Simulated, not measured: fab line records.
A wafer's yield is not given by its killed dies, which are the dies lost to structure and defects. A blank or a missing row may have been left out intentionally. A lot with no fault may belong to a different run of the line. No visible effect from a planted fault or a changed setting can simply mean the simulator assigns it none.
Split-lot trial -- flow rit cmos -- 5 lots, 23 wafers read, on a route of 202 steps

THE SPLIT ITSELF
At RIT_GATE_CVD_08 (deposits poly-Si from SiH4, target thk 250 nm, time 2220 s), the setting time s was moved away from the recipe's 2220 s on 20 of the 23 wafers read, by -13.7% to -5.5%. This setting was run at the recipe's value on the other wafers.

No step appears in the file between the split and the reading.

THE READING
GATE_POLY_THK (nm), taken at RIT_GATE_THK_MEAS_09. On this fab line, fault-free wafers typically give 249.9 nm with a standard deviation of 2.3 nm.

wafer,"tool, chamber at the split","time s as run, s",against the recipe,"GATE_POLY_THK, nm",against lot-mates on the recipe
L074.2,"-, -",2098,-5.5%,231.9,no lot-mate on the recipe
L074.3,"-, -",2098,-5.5%,235.3,no lot-mate on the recipe
L074.4,"-, -",2098,-5.5%,233.9,no lot-mate on the recipe
L074.5,"-, -",2098,-5.5%,232.8,no lot-mate on the recipe
L074.6,"-, -",2098,-5.5%,234.8,no lot-mate on the recipe
L077.1,"-, -",1983,-10.7%,224.9,no lot-mate on the recipe
L077.2,"-, -",1983,-10.7%,224.7,no lot-mate on the recipe
L077.3,"-, -",1983,-10.7%,224.8,no lot-mate on the recipe
L077.5,"-, -",1983,-10.7%,224.5,no lot-mate on the recipe
L077.6,"-, -",1983,-10.7%,225.6,no lot-mate on the recipe
L079.1,"-, -",1915,-13.7%,216.3,no lot-mate on the recipe
L079.2,"-, -",1915,-13.7%,218.5,no lot-mate on the recipe
L079.3,"-, -",1915,-13.7%,219.9,no lot-mate on the recipe
L079.4,"-, -",1915,-13.7%,217.9,no lot-mate on the recipe
L079.6,"-, -",1915,-13.7%,217.8,no lot-mate on the recipe
L082.1,"lpcvd-01, 1",2220,recipe,249.8,-
L082.3,"lpcvd-01, 1",2220,recipe,249.4,-
L082.4,"lpcvd-01, 1",2220,recipe,249.7,-
L085.1,"-, -",2096,-5.6%,234.5,no lot-mate on the recipe
L085.3,"-, -",2096,-5.6%,234.5,no lot-mate on the recipe
L085.4,"-, -",2096,-5.6%,234.8,no lot-mate on the recipe
L085.5,"-, -",2096,-5.6%,233.7,no lot-mate on the recipe
L085.6,"-, -",2096,-5.6%,233.7,no lot-mate on the recipe

THE FIT
A straight line over all 23 wafers: GATE_POLY_THK changes by +2.16 nm for each +1% of time s; r = +0.99; the points scatter about the line by 1.6 nm.
Too few moved wafers have a lot-mate on the recipe to fit a line with each lot's own level taken away.

THE WHOLE CHAIN: every reading that the file lists as answering this split, in the file's order
step,what it does,reading,change (the file's fit),r (the file's)
RIT_GATE_CVD_08,"deposits poly-Si from SiH4, target thk 250 nm, time 2220 s","poly-Si_of_GATE_CVD_08.thk nm (the simulator's own value, which no gauge read)",+2.17 nm for each +1% of the setting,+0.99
RIT_GATE_THK_MEAS_09,,GATE_POLY_THK,+2.16 for each +1% of the setting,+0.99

FILE'S OWN FIT
GATE_POLY_THK changes by +2.16 nm for each +1% of time s, r = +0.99.
